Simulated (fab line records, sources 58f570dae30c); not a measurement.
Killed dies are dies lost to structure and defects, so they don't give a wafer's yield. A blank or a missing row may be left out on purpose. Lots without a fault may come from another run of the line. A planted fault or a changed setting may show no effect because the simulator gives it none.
Problem report in the 8D (eight disciplines) form, filled by code | flow berkeley_cmos170 | the parts of the form that need people (team, actions taken, sign-off) are left out

1. THE PROBLEM
cd_nm at UCB170_V1_CD_MEAS_12 reads a mean of 692.6 nm on 6 wafers of 2 lots; wafers without a fault read 699.7 nm with a standard deviation of 1.2. That is -5.9 standard deviations from the usual mean.
The step: target cd 700 nm.
First seen on wafer L951.3, day 10 11:34, on cd_sem-02. The record holds 42 wafers of 14 lots with a number at this step. Rule for "out", or "out of limits": more than 4 standard deviations from the usual mean. The other wafers with a number count as sound.

2. WHAT IT IS AND WHAT IT IS NOT
question                    | is                     | is not
which readings at this step | cd_nm                  | -
which lots                  | L951, L955             | L937, L939, L940, L941, L942, L943, L945, L947, L948, L950, L952, L959
which wafers of those lots  | all that have a number | -
read on which gauges        | cd_sem-02              | cd_sem-01
when                        | from day 10 11:34      | up to then (33 sound wafers); but 3 sound wafers of L959 came after

3. SUSPECTS, AND WHAT RULES EACH OUT
Counting: a tool at a process step up to the reading stays a suspect if it ran every lot that is out and no sound lot after the first of them.
- the gauge at UCB170_V1_CD_MEAS_12: ruled out. All the wafers that are out were read on cd_sem-02, but those of them that UCB170_V1_COAT_07 has rows for are out there too, on other tools.
- litho_track-02 at UCB170_V1_COAT_07 (resist thk 900 nm): kept. It ran every lot that is out, first L951 (day 10 10:29), and no sound lot after that; its last sound lot up to then is L947 (day 9 11:49). Its own readings are out on those wafers: spin_speed_rpm.
Left after counting: litho_track-02 at UCB170_V1_COAT_07.

4. THE CAUSE (what the simulator had put in)
Process parameter drift: litho_track-02, from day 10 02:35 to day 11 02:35, at UCB170_V1_COAT_07. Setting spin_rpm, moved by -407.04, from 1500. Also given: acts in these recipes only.
Counting left only this tool.

5. THE CHAIN OF EFFECTS, in route order
Each row: a reading whose mean over the struck wafers that have a number lies more than 3 standard deviations from the usual. Only readings for which the record gives a usual standard deviation are gone through. hours: the time from each lot's start at the first step in this table that gives one to its start at this step, as a median over the lots. sigmas: the change in usual standard deviations.
hours | step                 | reading                  | usual      | on struck wafers | change | sigmas
0     | UCB170_V1_COAT_07    | spin_speed_rpm           | 1500.0 rpm | 1093.2           | -406.8 | -99 or more
1     | UCB170_V1_CD_MEAS_12 | cd_nm                    | 699.7 nm   | 692.6            | -7.1   | -5.9
6     | UCB170_V1_STRIP_15   | strip_time_to_endpoint_s | 15.27 s    | 19.04            | +3.77  | +29
The process steps in it:
- UCB170_V1_COAT_07: resist thk 900 nm.
- UCB170_V1_STRIP_15: strips in O2.

6. WHAT WOULD HAVE CAUGHT IT SOONER
In this record the first reading out of limits at a measuring or inspecting step was taken at day 10 11:34, 9 hours after the fault began at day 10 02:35.
The tool's own readings at UCB170_V1_COAT_07 were out on every struck wafer that the step has a row for (spin_speed_rpm): an alarm limit on them would have fired on the first of those.
Of the lots that are out (2), L955 began UCB170_V1_COAT_07 on litho_track-02 after day 10 11:34. A hold on the tool at that time would have spared it.
